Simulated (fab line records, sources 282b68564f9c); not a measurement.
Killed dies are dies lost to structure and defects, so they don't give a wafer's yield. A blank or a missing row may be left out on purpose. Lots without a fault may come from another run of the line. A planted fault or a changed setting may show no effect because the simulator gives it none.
Split-lot experiment | flow rit_cmos | 5 lots, 23 wafers read, on a route of 202 steps

THE SPLIT
At RIT_CONTACT_CVD_00 (deposits SiO2 from TEOS, target thk 400 nm, time 61 s), the setting time_s was moved away from the recipe's 61 s on 12 of the 23 wafers read, by -6.5% to +12.6%. The other wafers ran this setting at the recipe's value.

The file shows no step between the split and the reading.

THE READING
CONTACT_TEOS_THK, in nm, at RIT_CONTACT_THK_MEAS_01. Fault-free wafers of this fab line usually give 399 nm, standard deviation 5.7 nm.

wafer  | tool, chamber at the split | time_s as run, s | against the recipe | CONTACT_TEOS_THK, nm | against lot-mates on the recipe
L076.1 | pecvd-02, 1                | 61               | recipe             | 399                  | -
L076.2 | pecvd-02, 0                | 61               | recipe             | 398                  | -
L076.6 | pecvd-02, 0                | 61               | recipe             | 396                  | -
L077.2 | pecvd-04, 1,0              | 68.67            | +12.6%             | 451                  | +48
L077.3 | pecvd-04, 2                | 68.67            | +12.6%             | 446                  | +44
L077.4 | pecvd-04, 2                | 61               | recipe             | 400                  | -
L077.5 | pecvd-04, 1,0              | 68.67            | +12.6%             | 458                  | +56
L077.6 | pecvd-04, 1                | 61               | recipe             | 405                  | -
L079.2 | pecvd-02, 0                | 61               | recipe             | 392                  | -
L079.3 | pecvd-02, 0                | 67.59            | +10.8%             | 443                  | +50
L079.4 | pecvd-02, 2                | 67.59            | +10.8%             | 437                  | +44
L079.5 | pecvd-02, 2                | 67.59            | +10.8%             | 444                  | +51
L079.6 | pecvd-02, 0                | 61               | recipe             | 394                  | -
L080.1 | pecvd-04, 2                | 61               | recipe             | 400                  | -
L080.2 | pecvd-04, 1                | 57.01            | -6.5%              | 376                  | -28
L080.4 | pecvd-04, 2                | 57.01            | -6.5%              | 377                  | -26
L080.5 | pecvd-04, 0                | 61               | recipe             | 407                  | -
L080.6 | pecvd-04, 1                | 57.01            | -6.5%              | 379                  | -24
L084.1 | pecvd-03, 1                | 61               | recipe             | 395                  | -
L084.2 | pecvd-03, 2                | 57.01            | -6.5%              | 371                  | -27
L084.3 | pecvd-03, 0                | 57.01            | -6.5%              | 360                  | -38
L084.4 | pecvd-03, 0                | 61               | recipe             | 401                  | -
L084.5 | pecvd-03, 1                | 57.01            | -6.5%              | 380                  | -18
Where a row lists several chambers, the file gives one row for several wafers and doesn't say which wafer went through which chamber.

THE FIT
A straight line over all 23 wafers: CONTACT_TEOS_THK changes by +4.01 nm for each +1% of time_s; r = +0.98; the points scatter about the line by 5.4 nm.
The same after taking each lot's own level away (the mean of its wafers on the recipe; 23 wafers): +4.14 nm for each +1%; r = +0.99; scatter 4.6 nm.
On that fit, the largest move of time_s shifts the reading by 52 nm.
The lots' own levels span 393.0 to 403.5 nm, that is 1.8 times the standard deviation above.
So the lot-to-lot level changes the slope little: the two slopes agree.
Check: with one of the wafers moved furthest among these (+12.6%) left out of the fit, the line predicts +52.9 nm for it against its lot-mates. It came out at +48.5 nm against them.

OTHER SPLITS ON THESE WAFERS
These wafers also went through other splits before the reading. Each is held against what the fit with the lots' levels taken away leaves over:
other split on the same wafers | wafers away from the commonest value | r with CONTACT_TEOS_THK (lot level and that fit taken away)
RIT_PSD_HARDBAKE_07 temp_c     | 7                                    | +0.20
RIT_SILICIDE_SPUTTER_01 time_s | 8                                    | +0.27

THE WHOLE CHAIN: every reading that the file lists as answering this split, in the file's order
step                    | what it does                                                                | reading                                                                        | change (the file's fit)              | r (the file's)
RIT_CONTACT_CVD_00      | deposits SiO2 from TEOS, target thk 400 nm, time 61 s                       | SiO2_of_CONTACT_CVD_00.thk_nm (the simulator's own value, which no gauge read) | +4.2 nm for each +1% of the setting  | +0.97
RIT_CONTACT_THK_MEAS_01 |                                                                             | CONTACT_TEOS_THK                                                               | +4.16 for each +1% of the setting    | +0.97
RIT_CONTACT_ETCH_11     | etches SiO2 in CHF3/CF4/Ar, stops on TiSi2, target depth 480 nm, time 320 s | CONTACT.feature_depth_nm (the simulator's own value, which no gauge read)      | +4.16 nm for each +1% of the setting | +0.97
RIT_CONTACT_ETCH_11     | etches SiO2 in CHF3/CF4/Ar, stops on TiSi2, target depth 480 nm, time 320 s | etch.depth_nm (the simulator's own value, which no gauge read)                 | +4.2 nm for each +1% of the setting  | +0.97

THE FILE'S OWN FIT
CONTACT_TEOS_THK changes by +4.16 nm for each +1% of time_s, r = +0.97.
